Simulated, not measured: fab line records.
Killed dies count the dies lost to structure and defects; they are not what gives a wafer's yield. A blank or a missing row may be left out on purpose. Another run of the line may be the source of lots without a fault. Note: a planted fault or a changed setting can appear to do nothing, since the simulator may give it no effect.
A single fault, viewed from 2 desks | flow rit_cmos | numbers are kept per desk, each desk with only its own; the story behind them comes last

TOOL OWNER'S DESK, rie_metal-04
The tool's own readings at RIT_M1_METAL_ETCH_12 (etches Al in Cl2/BCl3, stops on SiO2, time 165 s, target depth 600 nm): means of the sampled wafers that have a number, for each lot that ran on this tool. A lot is out of limits, marked OUT, if its mean lies more than 4 standard deviations from the usual mean; the brackets give that distance.
Columns: A = chamber_pressure_mTorr at RIT_M1_METAL_ETCH_12, usual 99.99 mTorr; B = drypump_motor_current_A at RIT_M1_METAL_ETCH_12, usual 5.5 A; C = mfc_cl2_sccm at RIT_M1_METAL_ETCH_12, usual 60.01 sccm; D = oes_product_au at RIT_M1_METAL_ETCH_12, usual 0.776 a.u.; E = throttle_valve_pct at RIT_M1_METAL_ETCH_12, usual 8.43 %
lot  | first seen here | A                        | B   | C     | D     | E
L664 | day 3 11:10     | 99.91                    | 5.3 | 59.94 | 0.771 | 8.40
L667 | day 4 03:04     | 99.95                    | 5.2 | 60.17 | 0.770 | 8.37
L674 | day 5 15:53     | 99.99                    | 5.3 | 60.17 | 0.772 | 8.40
L678 | day 6 18:51     | 149.99 (+99 or more) OUT | 5.3 | 59.93 | 0.784 | 8.41
L680 | day 7 10:59     | 149.94 (+99 or more) OUT | 5.5 | 60.23 | 0.781 | 8.43
This desk finds L678, L680 out of limits, L678 being first, at day 6 18:51 (chamber_pressure_mTorr at RIT_M1_METAL_ETCH_12). L664, L667, L674: within limits.

METROLOGY DESK
What the gauges read for every lot (on any tool): the sampled wafers with a number, averaged. A lot is out of limits, marked OUT, if its mean lies more than 4 standard deviations from the usual mean; the brackets give that distance.
Columns: A = SILICIDE_TI_THK at RIT_SILICIDE_THK_MEAS_03, usual 30.3 nm
lot  | first seen here | A
L664 | day 3 06:49     | 30.3
L665 | day 3 11:20     | 30.8
L667 | day 3 22:45     | 30.5
L668 | day 4 06:16     | 30.2
L669 | day 4 08:40     | 30.0
L670 | day 4 14:38     | 30.4
L672 | day 4 20:50     | 30.2
L674 | day 5 11:23     | 30.4
L679 | day 6 13:26     | 29.9
L678 | day 6 14:38     | 30.2
L681 | day 7 04:37     | 29.9
L680 | day 7 06:34     | 30.1
L685 | day 8 10:20     | 30.2
L687 | day 8 16:11     | 30.0
This desk found nothing out of limits on any of the 14 lots.

PUT TOGETHER
At day 6 18:51, on L678, L680, the tool owner's desk was in a position to raise an alarm.
At the metrology desk, nothing out of limits was observed.
The metrology desk has L678, L680 on record, within its limits.
On rie_metal-04, each named lot ran RIT_M1_METAL_ETCH_12.

WHAT HAD BEEN PUT IN BY THE SIMULATOR
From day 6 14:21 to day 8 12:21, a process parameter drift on rie_metal-04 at RIT_M1_METAL_ETCH_12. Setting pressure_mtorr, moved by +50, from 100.
Struck lots among those shown: L678, L680.
Time in hours from fault onset to the first out-of-limits reading at each desk: the tool owner's desk, 4.
